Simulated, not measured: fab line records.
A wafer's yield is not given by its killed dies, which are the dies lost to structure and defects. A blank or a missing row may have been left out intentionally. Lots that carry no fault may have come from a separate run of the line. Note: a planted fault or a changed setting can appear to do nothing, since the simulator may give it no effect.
Which tool did it? -- flow rit_cmos -- 7 lots with 21 wafers sampled at 2 steps, on a route of 202 steps

## WHAT THE GAUGES SHOWED, per wafer
RIT_M1_RS_MEAS_01: a four-point-probe measurement.
lot,measured,on,M1_AL_RS (ohm/sq)
L204,day 3 09:25,film_metro-03,0.0736 0.0740 0.0736
L206,day 3 20:52,film_metro-02,0.0736 0.0732 0.0731
L208,day 4 07:12,film_metro-01,0.0733 0.0744 0.0736
L211,day 4 21:56,film_metro-01,0.0728 0.0722 0.0727
L214,day 5 11:49,film_metro-01,0.1025 0.1021 0.1026 0.1027 0.1017 0.1027
L222,day 7 09:53,film_metro-01,0.0731 0.0736 0.0733
L226,day 8 02:37,film_metro-02,0.0727 0.0726 0.0725

## EACH LOT AND THE TOOL THAT RAN IT (in order: tool; ch and the chambers of the sampled wafers; start)
lot,RIT_M1_SPUTTER_00
L204,"pvd_sputter-04, day 3 09:05"
L206,"pvd_sputter-04, day 3 20:34"
L208,"pvd_sputter-03, day 4 06:52"
L211,"pvd_sputter-03, day 4 21:37"
L214,"pvd_sputter-04, day 5 11:31"
L222,"pvd_sputter-03, day 7 09:36"
L226,"pvd_sputter-03, day 8 02:18"
- RIT_M1_SPUTTER_00: material Al, target thk 400 nm, time 500 s.

## THE ANSWER, worked out from the rows above alone
Rule: the lots themselves supply what counts as usual. The widest of any qualifying gaps counts: lots, ordered by their means at a reading, are off when they make up no more than a third of the lots, leave a main group of 4 or more, and stand apart from it by 3 or more times the standard deviation of that group's means. The tables above print the reading to a certain number of digits; a main group whose means all agree to those digits is not used. A lot without any number at a reading at which 4 lots or more have one is off too. The other lots that the step has rows for count as sound.
Off: L214, at RIT_M1_RS_MEAS_01 (M1_AL_RS). Mean 0.0732 ohm/sq and standard deviation 0.00048 in the main group.
A tool fits if, at a process step before that reading, it ran every lot that is off, and no sound lot after the first of them. Those tools and the gauges at RIT_M1_RS_MEAS_01 are tried in the same way. One fits: pvd_sputter-04 at RIT_M1_SPUTTER_00. A fault onset in the window from L206 (day 3 20:34, its last sound lot) to L214 (day 5 11:31, its first lot off) fits.

## WHAT THE SIMULATOR HAD INSERTED
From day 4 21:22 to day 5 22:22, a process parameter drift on pvd_sputter-04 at RIT_M1_SPUTTER_00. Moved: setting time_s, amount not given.
Lots struck among those shown: L214. The rule above found the same.
